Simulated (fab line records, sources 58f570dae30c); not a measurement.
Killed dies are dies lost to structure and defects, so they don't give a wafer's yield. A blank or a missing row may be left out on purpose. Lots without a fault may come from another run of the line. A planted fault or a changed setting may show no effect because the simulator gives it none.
fab line records | flow berkeley_cmos170
record lots=5 wafers=15 last_day=12
route steps=331 shown M2@278 V2@292 M3@309
lots that met no fault: from a run of the same line without faults
start_h: hours from the record's first day to the start of the lot's first wafer shown | wait_h: hours since the lot's step before | " the same as in the row above | L1.1+2: a row that stands for several wafers | - no value, or no start given | * or withheld: withheld | < > ~ a bound
route shown NAME@n: a module of which the file shows steps, and the number in the route of the first | usual: mean/standard deviation of fault-free wafers | same: alike in all rows | chamber/n: place in a boat | sites: the reading at each site | _std_site: their standard deviation | _edge_site: outer sites' mean less inner sites' | radius_mm: how far each site lies from the wafer's centre | mask NAME#n: copy n | behind: the tool/chamber that last shaped the wafer | hold: why the lot was held/for how many hours/how that ended | device: the transistor (n, p or np) that didn't switch | end of line: the same wafers' tests at the end of the route | a step without rows: its recipe alone | killed: dies lost to structure and defects at the first sort, not the wafer's yield | map: a wafer's dies, x killed, . not, _ none there
set.NAME: the setting as run; set.NAME@STEP: as run at that earlier step | model.NAME: the simulator's own value behind a step, which no gauge read
lots at some steps of the route; a table a step, a row a wafer
services: from which hour (start_h, from the record's first day; less than 0 if before it) a tool's chamber was out of use, for how many hours, and why
## steps
# step UCB170_M2_STRIP_07
# recipe chemistry=O2 power_w=400 pressure_mtorr=3500 platen_temp_c=withheld o2_flow_sccm=400 overash_fraction=0.5
# usual chamber_pressure_mTorr=3500/3.1 drypump_motor_current_A=5.6/0.33 oes_product_au=0.734/0.0047 strip_time_to_endpoint_s=21.96/0.074
# columns lot.wafer tool chamber start_h wait_h chamber_pressure_mTorr drypump_motor_current_A oes_product_au rf_hours_counter_h strip_time_to_endpoint_s
L074.3 plasma_asher-04 0 186.73 0.1 3496 5.6 0.730 - 21.90
L074.4 " 1 " " 3500 5.3 0.736 - 21.87
L074.6 " 1 " " 3501 5.3 0.738 - 21.94
L079.3 plasma_asher-02 0 214.87 0.1 3496 5.8 0.737 - 21.91
L079.4 " 1 " " 3496 6.4 0.734 - 21.90
L079.5 " 0 " " 3498 5.8 0.731 - 21.90
L077.1 plasma_asher-04 1 215.17 0.1 3503 5.3 0.731 50 21.91
L077.3 " 1 " " 3497 5.3 0.731 - 22.03
L077.6 " 1 " " 3502 5.3 0.738 - 21.99
L086.3 plasma_asher-02 0 240.38 0.1 3498 5.8 0.730 - 21.93
L086.4 " 1 " " 3498 6.4 0.741 - 22.03
L086.5 " 1 " " 3495 6.4 0.743 - 21.98
L097.1 plasma_asher-04 1 279.53 0.1 3499 5.3 0.741 58 21.83
L097.2 " 0 " " 3500 5.7 0.739 58 21.80
L097.5 " 0 " " 3501 5.6 0.734 - 21.88
# step UCB170_M2_STRIP_08
# recipe chemistry=DMSO temp_c=80 time_s=600 material=KrF
# usual bath_guard_temp_C=80.1/0.49
# columns lot.wafer tool chamber start_h wait_h bath_guard_temp_C
L074.3 wet_bench-02 2 186.80 0.0 80.2
L074.4 " 2 " " 79.9
L074.6 " 2 " " 79.7
L079.3 wet_bench-02 1 214.94 0.0 80.4
L079.4 " 1 " " 80.7
L079.5 " 1 " " 80.5
L077.1 wet_bench-02 2 215.37 0.2 79.8
L077.3 " 2 " " 80.1
L077.6 " 2 " " 80.1
L086.3 wet_bench-02 1 240.45 0.0 80.6
L086.4 " 1 " " 80.1
L086.5 " 1 " " 80.7
L097.1 wet_bench-03 0 279.63 0.1 80.4
L097.2 " 0 " " 80.0
L097.5 " 0 " " 79.9
# step UCB170_M2_COAT_09
# recipe resist=BARC temp_c=withheld time_s=withheld spin_rpm=3000 resist_thk_nm=withheld
# columns lot.wafer tool chamber start_h wait_h
L074.3+4+6 litho_track-02 0 187.03 0.1
L079.3+4+5 litho_track-03 0 215.61 0.5
L077.1+3+6 litho_track-03 0 216.01 0.5
L086.3+4+5 litho_track-01 0 240.72 0.1
L097.1+2+5 litho_track-01 0 280.20 0.4
# step UCB170_M2_COAT_10
# recipe resist=KrF spin_rpm=1500 resist_thk_nm=900
# columns lot.wafer tool chamber start_h wait_h
L074.3+4+6 litho_track-02 0 - -
L079.3+4+5 litho_track-03 0 - -
L077.1+3+6 litho_track-03 0 - -
L086.3+4+5 litho_track-01 0 - -
L097.1+2+5 litho_track-01 0 - -
# step UCB170_M2_SOFTBAKE_11
# recipe resist=KrF temp_c=130 time_s=60
# columns lot.wafer tool chamber start_h wait_h
L074.3+4+6 litho_track-02 0 - -
L079.3+4+5 litho_track-03 0 - -
L077.1+3+6 litho_track-03 0 - -
L086.3+4+5 litho_track-01 0 - -
L097.1+2+5 litho_track-01 0 - -
# step UCB170_M2_EXPOSE_12
# recipe mask_id=METAL2 target_cd_nm=700 na=0.5 sigma_outer=0.6 source_shape=conventional dose_mj=26
# columns lot.wafer tool chamber start_h wait_h mask
L074.3+4+6 krf_scanner-02 0 187.59 - METAL2#0
L079.3+4+5 krf_scanner-01 0 216.44 - METAL2#0
L077.1+3+6 krf_scanner-01 0 216.75 - METAL2#0
L086.3+4+5 krf_scanner-02 0 241.16 - METAL2#0
L097.1+2+5 krf_scanner-01 0 280.78 - METAL2#0
# step UCB170_M2_PEB_13
# recipe peb_temp_c=130 peb_time_s=withheld resist=KrF
# columns lot.wafer tool chamber start_h wait_h
L074.3+4+6 litho_track-03 0 188.23 0.6
L079.3+4+5 litho_track-02 0 217.29 0.8
L077.1+3+6 litho_track-01 0 217.62 0.9
L086.3+4+5 litho_track-02 0 241.69 0.5
L097.1+2+5 litho_track-01 0 281.10 0.3
# step UCB170_M2_DEVELOP_14
# recipe developer=TMAH develop_time_s=45 resist=KrF dev_temp_c=21
# columns lot.wafer tool chamber start_h wait_h
L074.3+4+6 litho_track-03 0 - -
L079.3+4+5 litho_track-02 0 - -
L077.1+3+6 litho_track-01 0 - -
L086.3+4+5 litho_track-02 0 - -
L097.1+2+5 litho_track-01 0 - -
# step UCB170_M2_CD_MEAS_15
# recipe target_cd_nm=700
# usual cd_nm=699.9/1.7
# columns lot.wafer tool chamber start_h wait_h cd_nm
L074.3 cd_sem-01 - 188.49 - 699.3
L074.4 " - " " 698.1
L074.6 " - " " 699.1
L079.3 cd_sem-01 - 217.56 - 701.3
L079.4 " - " " 700.1
L079.5 " - " " 700.6
L077.1 cd_sem-01 - 217.89 - 703.1
L077.3 " - " " 702.8
L077.6 " - " " 702.0
L086.3 cd_sem-02 - 241.95 - 695.9
L086.4 " - " " 696.2
L086.5 " - " " 695.2
L097.1 cd_sem-02 - 281.38 - 700.6
L097.2 " - " " 701.1
L097.5 " - " " 701.5
# step UCB170_M2_OVL_MEAS_16
# usual M2_OVL=1/5.8
# columns lot.wafer tool chamber start_h wait_h M2_OVL[nm]
L074.3 overlay-02 - 188.59 0.1 -8
L074.4 " - " " -6
L074.6 " - " " -1
L079.3 overlay-02 - 217.65 0.1 -3
L079.4 " - " " -1
L079.5 " - " " -6
L077.1 overlay-01 - 218.01 0.1 3
L077.3 " - " " 3
L077.6 " - " " -3
L086.3 overlay-02 - 242.05 0.1 3
L086.4 " - " " 3
L086.5 " - " " 2
L097.1 overlay-02 - 281.50 0.1 17
L097.2 " - " " 13
L097.5 " - " " 13
# step UCB170_M2_ETCH_17
# recipe chemistry=N2/H2 target_depth_a=withheld overetch_a=withheld target=BARC time_s=withheld source_w=500 bias_w=100 pressure_mtorr=30 n2_flow_sccm=100 h2_flow_sccm=200
# usual chamber_pressure_mTorr=29.999/0.029 drypump_motor_current_A=5.5/0.4 n2_flow_sccm=100.0/0.3 oes_product_au=1.002/0.024 throttle_valve_pct=13.40/0.18
# columns lot.wafer tool chamber start_h wait_h chamber_pressure_mTorr drypump_motor_current_A n2_flow_sccm oes_product_au throttle_valve_pct
L074.3 rie_diel-04 2 188.61 0.0 29.970 5.9 100.2 0.964 13.68
L074.4 " 3 " " 29.996 5.3 100.4 0.995 13.51
L074.6 " 2 " " 29.992 5.9 100.3 0.963 13.69
L079.3 rie_diel-03 3 217.67 0.0 30.009 5.7 100.1 0.980 13.08
L079.4 " 1 " " 30.001 5.8 99.4 0.980 13.49
L079.5 " 0 " " 30.000 5.0 99.3 1.002 13.25
L077.1 rie_diel-02 3 218.05 0.0 30.013 5.0 99.8 0.997 13.60
L077.3 " 0 " " 30.016 5.5 100.1 0.970 13.37
L077.6 " 0 " " 29.999 5.5 100.3 0.967 13.37
L086.3 rie_diel-02 3 242.07 0.0 29.967 5.0 100.4 1.009 13.61
L086.4 " 0 " " 29.977 5.5 100.1 0.974 13.39
L086.5 " 2 " " 29.993 5.9 99.9 1.047 13.55
L097.1 rie_diel-02 0 281.53 0.0 29.984 5.5 100.2 0.976 13.37
L097.2 " 1 " " 29.988 5.9 99.9 1.023 13.18
L097.5 " 1 " " 30.036 6.0 100.2 1.032 13.19
# step UCB170_M2_METAL_ETCH_18
# recipe chemistry=Cl2/BCl3 target=Al stop_on=SiO2 pressure_mtorr=12 target_depth_a=11700 over_etch_frac=0.3 time_s=195 icp_w=600 bias_w=120 Cl2_flow_sccm=90 bcl3_flow_sccm=45
# usual chamber_pressure_mTorr=11.998/0.0095 drypump_motor_current_A=5.99/0.19 he_backside_leak_sccm=3.23/0.24 oes_product_au=0.871/0.011 throttle_valve_pct=24.28/0.23
# same over_etch_frac=0.3
# columns lot.wafer tool chamber start_h wait_h chamber_pressure_mTorr drypump_motor_current_A he_backside_leak_sccm oes_product_au rf_hours_counter_h throttle_valve_pct
L074.3 rie_metal-04 0 188.71 - 12.022 6.14 2.95 0.866 - 23.84
L074.4 " 1 " " 11.987 5.98 3.64 0.862 - 24.35
L074.6 " 1 " " 11.999 5.96 3.15 0.857 - 24.33
L079.3 rie_metal-03 0 217.78 - 12.011 5.68 3.21 0.880 - 24.07
L079.4 " 1 " " 11.992 5.91 3.35 0.859 - 24.57
L079.5 " 1 " " 11.993 5.89 3.25 0.860 - 24.57
L077.1 rie_metal-04 1 218.09 - 11.983 5.97 3.24 0.856 4.1 24.34
L077.3 " 1 " " 11.979 5.97 3.28 0.857 - 24.36
L077.6 " 1 " " 12.000 5.97 3.26 0.855 - 24.36
L086.3 rie_metal-02 0 242.17 - 11.979 6.24 3.11 0.884 - 24.42
L086.4 " 1 " " 12.005 6.05 3.48 0.880 - 24.32
L086.5 " 0 " " 12.002 6.26 3.16 0.888 - 24.40
L097.1 rie_metal-02 1 281.58 - 11.979 6.06 3.57 0.881 11.6 24.33
L097.2 " 0 " " 11.987 6.26 2.89 0.884 10.0 24.41
L097.5 " 1 " " 11.989 6.06 3.55 0.879 - 24.34
# step UCB170_M2_STRIP_19
# recipe chemistry=O2 power_w=400 pressure_mtorr=3500 platen_temp_c=withheld o2_flow_sccm=400 overash_fraction=0.5
# usual chamber_pressure_mTorr=3499/3.4 drypump_motor_current_A=5.6/0.39 oes_product_au=0.539/0.017
# columns lot.wafer tool chamber start_h wait_h chamber_pressure_mTorr drypump_motor_current_A oes_product_au rf_hours_counter_h
L074.3 plasma_asher-02 1 188.87 0.1 3495 6.4 0.525 -
L074.4 " 0 " " 3497 5.8 0.514 -
L074.6 " 1 " " 3505 6.4 0.513 -
L079.3 plasma_asher-04 1 217.94 0.1 3501 5.3 0.528 -
L079.4 " 0 " " 3503 5.6 0.533 -
L079.5 " 0 " " 3504 5.6 0.538 -
L077.1 plasma_asher-02 1 218.28 0.1 3502 6.4 0.525 48
L077.3 " 0 " " 3498 5.8 0.513 -
L077.6 " 1 " " 3496 6.5 0.519 -
L086.3 plasma_asher-03 1 242.33 0.1 3497 5.4 0.549 -
L086.4 " 0 " " 3500 5.3 0.566 -
L086.5 " 0 " " 3502 5.3 0.540 -
L097.1 plasma_asher-02 1 281.76 0.1 3496 6.4 0.576 54
L097.2 " 0 " " 3502 5.8 0.558 54
L097.5 " 1 " " 3496 6.4 0.570 -
# step UCB170_M2_CD_MEAS_90
# recipe target_cd_nm=700
# usual cd_nm=700.6/2.5
# columns lot.wafer tool chamber start_h wait_h cd_nm
L074.3 cd_sem-01 - 188.98 0.1 697.3
L074.4 " - " " 696.2
L074.6 " - " " 697.0
L079.3 cd_sem-01 - 218.05 0.1 696.8
L079.4 " - " " 696.5
L079.5 " - " " 697.0
L077.1 cd_sem-02 - 218.38 0.1 701.2
L077.3 " - " " 702.7
L077.6 " - " " 700.6
L086.3 cd_sem-02 - 242.44 0.1 696.5
L086.4 " - " " 701.1
L086.5 " - " " 695.7
L097.1 cd_sem-01 - 281.86 0.1 701.9
L097.2 " - " " 704.3
L097.5 " - " " 701.9
# step UCB170_V2_CVD_00
# recipe material=SiO2 target_thk_nm=2000 temp_c=390 precursor=TEOS/O2 time_s=250 rf_w=550 pressure_mtorr=9000
# usual heater_power_w=252/52 susceptor_temp_C=389.98/0.21
# columns lot.wafer tool chamber start_h wait_h heater_power_w susceptor_temp_C
L074.3 pecvd-02 0 189.06 0.1 258 389.85
L074.4 " 2 " " 194 389.89
L074.6 " 0 " " 319 390.14
L079.3 pecvd-02 1 218.13 0.1 219 389.89
L079.4 " 2 " " 191 389.90
L079.5 " 1 " " 171 389.95
L077.1 pecvd-04 0 218.50 0.1 213 390.42
L077.3 " 1 " " 266 390.08
L077.6 " 0 " " 160 390.17
L086.3 pecvd-02 0 242.60 0.1 237 389.95
L086.4 " 2 " " 270 389.52
L086.5 " 0 " " 312 390.26
L097.1 pecvd-04 0 281.98 0.1 243 390.03
L097.2 " 1 " " 223 389.84
L097.5 " 0 " " 161 390.09
# step UCB170_V2_THK_MEAS_01
# recipe reads=SiO2_of_V2_CVD_00
# usual V2_TEOS_THK=1999/23
# columns lot.wafer tool chamber start_h wait_h V2_TEOS_THK[nm]
L074.3 film_metro-03 - 189.24 0.1 2009
L074.4 " - " " 1997
L074.6 " - " " 2019
L079.3 film_metro-02 - 218.31 0.1 1976
L079.4 " - " " 2032
L079.5 " - " " 2026
L077.1 film_metro-04 - 218.67 0.1 1981
L077.3 " - " " 2012
L077.6 " - " " 2021
L086.3 film_metro-04 - 242.77 0.1 2043
L086.4 " - " " 2024
L086.5 " - " " 2028
L097.1 film_metro-04 - 282.14 0.1 2022
L097.2 " - " " 1986
L097.5 " - " " 2026
# step UCB170_V2_CMP_02
# recipe material=SiO2 down_force_psi=6 platen_rpm=60 pad_velocity_m_s=0.75398
# usual motor_current_A=15.3/0.97
# columns lot.wafer tool chamber start_h wait_h motor_current_A
L074.3 cmp-01 0 189.33 0.1 14.4
L074.4 " 2 " " 16.0
L074.6 " 0 " " 15.1
L079.4 cmp-02 1 218.35 0.0 16.9
L079.3 " 2 " " 14.2
L079.5 " 1 " " 15.4
L077.3 cmp-02 2 218.73 0.0 14.1
L077.1 " 3 " " 16.4
L077.6 " 2 " " 14.9
L086.3 cmp-01 3 242.86 0.1 17.1
L086.4 " 0 " " 14.5
L086.5 " 3 " " 16.1
L097.1 cmp-02 0 282.30 0.1 13.9
L097.2 " 1 " " 15.8
L097.5 " 3 " " 15.9
# step UCB170_V2_BOW_MEAS_03
# recipe mode=bow
# usual V2_BOW=38/6.8
# columns lot.wafer tool chamber start_h wait_h V2_BOW[um]
L074.3 film_metro-02 - 189.62 0.2 48
L074.4 " - " " 40
L074.6 " - " " 45
L079.3 film_metro-02 - 218.69 0.2 34
L079.4 " - " " 31
L079.5 " - " " 39
L077.1 film_metro-04 - 219.03 0.2 47
L077.3 " - " " 39
L077.6 " - " " 43
L086.3 film_metro-02 - 243.15 0.2 48
L086.4 " - " " 41
L086.5 " - " " 39
L097.1 film_metro-02 - 282.50 0.1 26
L097.2 " - " " 39
L097.5 " - " " 42
# step UCB170_V2_THK_MEAS_04
# recipe reads=SiO2_of_V2_CVD_00
# usual V2_POLISHED_THK=999.9/1.2
# columns lot.wafer tool chamber start_h wait_h V2_POLISHED_THK[nm]
L074.3 film_metro-02 - 189.72 0.1 1001.4
L074.4 " - " " 1000.0
L074.6 " - " " 1000.9
L079.3 film_metro-02 - 218.79 0.1 1001.7
L079.4 " - " " 1001.0
L079.5 " - " " 1001.8
L077.1 film_metro-04 - 219.15 0.1 998.4
L077.3 " - " " 999.6
L077.6 " - " " 999.7
L086.3 film_metro-02 - 243.25 0.1 1001.7
L086.4 " - " " 999.9
L086.5 " - " " 999.4
L097.1 film_metro-02 - 282.62 0.1 999.5
L097.2 " - " " 998.5
L097.5 " - " " 996.8
# step UCB170_V2_CLEAN_05
# recipe chemistry=DIW
# columns lot.wafer tool chamber start_h wait_h
L074.3+4+6 wet_bench-01 0 190.92 1.2
L079.3+4+5 wet_bench-02 0 218.94 0.1
L077.1+3+6 wet_bench-02 2 219.21 0.1
L086.3+4+5 wet_bench-02 3 243.29 0.0
L097.1+2+5 wet_bench-02 3 282.68 0.1
# step UCB170_V2_HMDS_06
# recipe prime_time_s=60 prime_temp_c=100
# same prime_time_s=60
# columns lot.wafer tool chamber start_h wait_h
L074.3+4+6 litho_track-04 0 191.39 0.3
L079.3+4+5 litho_track-03 0 219.79 0.7
L077.1+3+6 litho_track-02 0 220.07 0.7
L086.3+4+5 litho_track-04 0 243.57 0.1
L097.1+2+5 litho_track-03 0 283.00 0.1
# step UCB170_V2_COAT_07
# recipe resist=KrF spin_rpm=1500 resist_thk_nm=900
# columns lot.wafer tool chamber start_h wait_h
L074.3+4+6 litho_track-04 0 191.54 0.1
L079.3+4+5 litho_track-03 0 219.94 0.1
L077.1+3+6 litho_track-02 0 220.22 0.1
L086.3+4+5 litho_track-04 0 243.72 0.1
L097.1+2+5 litho_track-03 0 283.15 0.1
# step UCB170_V2_SOFTBAKE_08
# recipe resist=KrF temp_c=130 time_s=60
# columns lot.wafer tool chamber start_h wait_h
L074.3+4+6 litho_track-04 0 191.69 0.1
L079.3+4+5 litho_track-03 0 220.09 0.1
L077.1+3+6 litho_track-02 0 220.37 0.1
L086.3+4+5 litho_track-04 0 243.87 0.1
L097.1+2+5 litho_track-03 0 283.30 0.1
# step UCB170_V2_EXPOSE_09
# recipe mask_id=VIA2 target_cd_nm=700 na=0.5 sigma_outer=0.6 source_shape=conventional dose_mj=37
# columns lot.wafer tool chamber start_h wait_h mask
L074.3+4+6 krf_scanner-02 0 - - VIA2#0
L079.3+4+5 krf_scanner-02 0 - - VIA2#0
L077.1+3+6 krf_scanner-02 0 220.73 0.3 VIA2#0
L086.3+4+5 krf_scanner-01 0 244.13 0.2 VIA2#0
L097.1+2+5 krf_scanner-02 0 283.57 0.2 VIA2#0
# step UCB170_V2_PEB_10
# recipe peb_temp_c=130 peb_time_s=withheld resist=KrF
# columns lot.wafer tool chamber start_h wait_h
L074.3+4+6 litho_track-02 0 - -
L079.3+4+5 litho_track-02 0 - -
L077.1+3+6 litho_track-02 0 221.69 0.9
L086.3+4+5 litho_track-02 0 244.26 0.1
L097.1+2+5 litho_track-02 0 283.75 0.2
# step UCB170_V2_DEVELOP_11
# recipe developer=TMAH develop_time_s=45 resist=KrF dev_temp_c=21
# columns lot.wafer tool chamber start_h wait_h
L074.3+4+6 litho_track-02 0 - -
L079.3+4+5 litho_track-02 0 - -
L077.1+3+6 litho_track-02 0 - -
L086.3+4+5 litho_track-02 0 - -
L097.1+2+5 litho_track-02 0 - -
# step UCB170_V2_CD_MEAS_12
# recipe target_cd_nm=700
# usual cd_nm=699.8/1.2
# columns lot.wafer tool chamber start_h wait_h cd_nm
L074.3 cd_sem-01 - 193.90 - 700.0
L074.4 " - " " 700.5
L074.6 " - " " 700.8
L079.3 cd_sem-02 - 221.73 - 698.9
L079.4 " - " " 699.1
L079.5 " - " " 700.0
L077.1 cd_sem-02 - 221.97 - 701.2
L077.3 " - " " 699.5
L077.6 " - " " 700.0
L086.3 cd_sem-02 - 244.53 - 701.6
L086.4 " - " " 700.9
L086.5 " - " " 701.1
L097.1 cd_sem-02 - 284.03 - 697.8
L097.2 " - " " 697.5
L097.5 " - " " 697.5
# step UCB170_V2_OVL_MEAS_13
# usual V2_OVL=1/6.4
# columns lot.wafer tool chamber start_h wait_h V2_OVL[nm]
L074.3 overlay-02 - 193.99 0.1 0
L074.4 " - " " 3
L074.6 " - " " 6
L079.3 overlay-02 - 221.82 0.1 -9
L079.4 " - " " 0
L079.5 " - " " -4
L077.1 overlay-02 - 222.09 0.1 11
L077.3 " - " " 12
L077.6 " - " " 14
L086.3 overlay-02 - 244.62 0.1 -2
L086.4 " - " " -2
L086.5 " - " " 0
L097.1 overlay-02 - 284.15 0.1 0
L097.2 " - " " -2
L097.5 " - " " 5
# step UCB170_V2_ETCH_14
# recipe chemistry=CHF3/CF4/Ar target=SiO2 stop_on=Al CHF3_flow_sccm=45 cf4_flow_sccm=15 Ar_flow_sccm=150 pressure_mtorr=200 rf_w=700 target_depth_a=12500 over_etch_frac=0.25 time_s=291
# usual chamber_pressure_mTorr=200.00/0.21 drypump_motor_current_A=5.6/0.41 oes_product_au=0.871/0.013 throttle_valve_pct=7.01/0.074
# same over_etch_frac=0.25
# columns lot.wafer tool chamber start_h wait_h chamber_pressure_mTorr drypump_motor_current_A oes_product_au rf_hours_counter_h throttle_valve_pct
L074.3 rie_diel-01 0 194.02 0.0 200.23 5.7 0.869 25 7.01
L074.4 " 1 " " 200.33 5.3 0.881 103 7.07
L074.6 " 2 " " 200.09 5.2 0.871 - 6.96
L079.3 rie_diel-03 0 221.85 0.0 199.96 5.0 0.872 18 6.96
L079.4 " 2 " " 199.60 5.1 0.882 122 7.07
L079.5 " 2 " " 200.17 5.1 0.880 - 7.06
L077.1 rie_diel-01 0 222.12 0.0 200.14 5.7 0.875 26 6.99
L077.3 " 2 " " 199.92 5.2 0.871 64 6.97
L077.6 " 0 " " 200.02 5.7 0.875 - 7.00
L086.3 rie_diel-01 0 244.64 0.0 199.69 5.7 0.873 27 7.03
L086.4 " 2 " " 199.73 5.2 0.872 65 6.95
L086.5 " 0 " " 199.92 5.7 0.878 - 7.00
L097.1 rie_diel-04 3 284.18 0.0 199.77 5.3 0.863 117 7.11
L097.2 " 0 " " 200.19 6.2 0.858 26 7.05
L097.5 " 3 " " 199.71 5.2 0.852 - 7.12
# step UCB170_V2_STRIP_15
# recipe chemistry=O2 power_w=400 pressure_mtorr=3500 platen_temp_c=withheld o2_flow_sccm=400 overash_fraction=0.5
# usual chamber_pressure_mTorr=3500/3 drypump_motor_current_A=5.56/0.28 oes_product_au=0.721/0.0048 strip_time_to_endpoint_s=15.32/0.12
# columns lot.wafer tool chamber start_h wait_h chamber_pressure_mTorr drypump_motor_current_A oes_product_au rf_hours_counter_h strip_time_to_endpoint_s
L074.3 plasma_asher-03 0 194.23 0.1 3498 5.30 0.716 - 15.36
L074.4 " 1 " " 3499 5.42 0.725 - 15.40
L074.6 " 1 " " 3500 5.43 0.716 - 15.17
L079.3 plasma_asher-04 1 222.06 0.1 3505 5.30 0.732 - 15.38
L079.4 " 0 " " 3503 5.63 0.725 - 15.33
L079.5 " 1 " " 3502 5.30 0.710 - 15.30
L077.1 plasma_asher-01 1 222.30 0.1 3496 5.97 0.717 11 15.39
L077.3 " 1 " " 3502 5.97 0.714 - 15.14
L077.6 " 0 " " 3497 6.05 0.716 - 15.36
L086.3 plasma_asher-01 0 244.85 0.1 3503 6.05 0.718 - 15.52
L086.4 " 1 " " 3505 5.97 0.718 - 15.17
L086.5 " 0 " " 3500 6.05 0.714 - 15.36
L097.1 plasma_asher-01 1 284.36 0.1 3496 5.94 0.716 18 15.29
L097.2 " 0 " " 3501 6.05 0.720 18 15.39
L097.5 " 0 " " 3502 6.05 0.720 - 15.26
# step UCB170_V2_CD_MEAS_90
# recipe target_cd_nm=700
# usual cd_nm=700.0/1.4
# columns lot.wafer tool chamber start_h wait_h cd_nm
L074.3 cd_sem-02 - 194.33 0.1 701.1
L074.4 " - " " 701.5
L074.6 " - " " 701.1
L079.3 cd_sem-02 - 222.17 0.1 699.1
L079.4 " - " " 699.4
L079.5 " - " " 699.8
L077.1 cd_sem-01 - 222.40 0.1 701.3
L077.3 " - " " 699.8
L077.6 " - " " 701.1
L086.3 cd_sem-01 - 244.96 0.1 701.7
L086.4 " - " " 702.3
L086.5 " - " " 701.0
L097.1 cd_sem-01 - 284.46 0.1 698.3
L097.2 " - " " 696.2
L097.5 " - " " 697.2
# step UCB170_M3_PRE_CLEAN_00
# recipe gas=Ar preclean_etch_time_s=60
# columns lot.wafer tool chamber start_h wait_h
L074.3+4+6 pvd_sputter-03 - 194.41 0.1
L079.3+4+5 pvd_sputter-01 - 222.25 0.1
L077.1+3+6 pvd_sputter-02 - 222.52 0.1
L086.3+4+5 pvd_sputter-02 - 245.04 0.1
L097.1+2+5 pvd_sputter-01 - 284.58 0.1
# step UCB170_M3_SPUTTER_01
# recipe material=Al target_thk_nm=900 time_s=120 power_w=6000 chamber_pressure_pa=0.5
# usual cathode_dc_power_W=6000.0/1.1 throttle_valve_pct=29.5/1.2
# columns lot.wafer tool chamber start_h wait_h cathode_dc_power_W throttle_valve_pct
L074.3 pvd_sputter-03 - 194.48 0.0 5999.4 28.5
L074.4 " - " " 6000.5 31.6
L074.6 " - " " 5999.5 29.1
L079.3 pvd_sputter-01 - 222.31 0.0 6000.8 28.3
L079.4 " - " " 5999.4 31.4
L079.5 " - " " 6000.2 31.1
L077.1 pvd_sputter-02 - 222.59 0.0 6000.3 28.5
L077.3 " - " " 6001.0 28.6
L077.6 " - " " 5999.4 30.4
L086.3 pvd_sputter-02 - 245.11 0.0 6000.4 27.7
L086.4 " - " " 5999.9 28.7
L086.5 " - " " 5998.1 27.9
L097.1 pvd_sputter-01 - 284.65 0.0 6001.1 30.2
L097.2 " - " " 5999.6 30.6
L097.5 " - " " 5998.5 31.5
# step UCB170_M3_RS_MEAS_02
# recipe thk_meas_gauge=four-point-probe reads=Al_of_M3_SPUTTER_01
# usual M3_AL_RS=0.0322/0.00032
# columns lot.wafer tool chamber start_h wait_h M3_AL_RS[ohm/sq]
L074.3 film_metro-02 - 194.60 0.1 0.0314
L074.4 " - " " 0.0323
L074.6 " - " " 0.0319
L079.3 film_metro-04 - 222.44 0.1 0.0324
L079.4 " - " " 0.0324
L079.5 " - " " 0.0316
L077.1 film_metro-04 - 222.67 0.0 0.0323
L077.3 " - " " 0.0321
L077.6 " - " " 0.0322
L086.3 film_metro-02 - 245.23 0.1 0.0322
L086.4 " - " " 0.0317
L086.5 " - " " 0.0320
L097.1 film_metro-04 - 284.73 0.0 0.0319
L097.2 " - " " 0.0316
L097.5 " - " " 0.0322
# step UCB170_M3_THK_MEAS_03
# recipe thk_meas_gauge=xrf reads=Al_of_M3_SPUTTER_01
# usual M3_AL_THK=912/9.7
# columns lot.wafer tool chamber start_h wait_h M3_AL_THK[nm]
L074.3 film_metro-02 - 194.70 0.1 938
L074.4 " - " " 915
L074.6 " - " " 926
L079.3 film_metro-04 - 222.54 0.1 903
L079.4 " - " " 908
L079.5 " - " " 932
L077.1 film_metro-04 - 222.79 0.1 912
L077.3 " - " " 914
L077.6 " - " " 913
L086.3 film_metro-02 - 245.33 0.1 914
L086.4 " - " " 928
L086.5 " - " " 923
L097.1 film_metro-04 - 284.85 0.1 919
L097.2 " - " " 926
L097.5 " - " " 912
# step UCB170_M3_HMDS_04
# recipe prime_time_s=60 prime_temp_c=100
# same prime_time_s=60
# columns lot.wafer tool chamber start_h wait_h
L074.3+4+6 litho_track-01 0 195.01 0.3
L079.3+4+5 litho_track-02 0 223.29 0.7
L077.1+3+6 litho_track-01 0 223.59 0.8
L086.3+4+5 litho_track-01 0 245.42 0.1
L097.1+2+5 litho_track-04 0 284.91 0.1
# step UCB170_M3_COAT_05
# recipe resist=KrF spin_rpm=1500 resist_thk_nm=900
# columns lot.wafer tool chamber start_h wait_h
L074.3+4+6 litho_track-01 0 195.16 0.1
L079.3+4+5 litho_track-02 0 223.44 0.1
L077.1+3+6 litho_track-01 0 223.74 0.1
L086.3+4+5 litho_track-01 0 245.57 0.1
L097.1+2+5 litho_track-04 0 285.06 0.1
# step UCB170_M3_SOFTBAKE_06
# recipe resist=KrF temp_c=130 time_s=60
# columns lot.wafer tool chamber start_h wait_h
L074.3+4+6 litho_track-01 0 195.31 0.1
L079.3+4+5 litho_track-02 0 223.59 0.1
L077.1+3+6 litho_track-01 0 223.89 0.1
L086.3+4+5 litho_track-01 0 245.72 0.1
L097.1+2+5 litho_track-04 0 285.21 0.1
## services
# columns tool chamber start_h hours kind
rie_diel-02 3 163.72 9.1 repair
krf_scanner-01 - 164.05 4.8 repair
cmp-02 - 165.02 0.9 repair
cmp-01 - 166.38 2.2 repair
cmp-01 - 169.83 0.8 repair
cmp-02 - 173.17 1.0 repair
rie_diel-01 - 177.25 1.1 repair
wet_bench-02 - 187.90 4.4 pm
plasma_asher-01 - 188.59 13.1 pm
rie_diel-02 - 190.51 1.9 repair
rie_diel-01 1 202.67 4.7 repair
krf_scanner-02 - 203.82 1.3 pm
cmp-02 - 221.84 1.6 repair
rie_diel-01 3 230.81 1.5 repair
cmp-02 - 233.88 4.0 pm
krf_scanner-01 - 234.50 1.0 pm
krf_scanner-02 - 237.17 1.5 repair
pecvd-02 1 238.24 20.9 repair
plasma_asher-02 - 240.45 14.6 pm
rie_diel-02 - 248.54 0.3 repair
pecvd-02 - 254.14 0.8 repair
cmp-02 - 256.64 6.7 pm
pvd_sputter-01 - 258.01 1.6 repair
krf_scanner-01 - 279.98 0.4 repair
## key
fault none
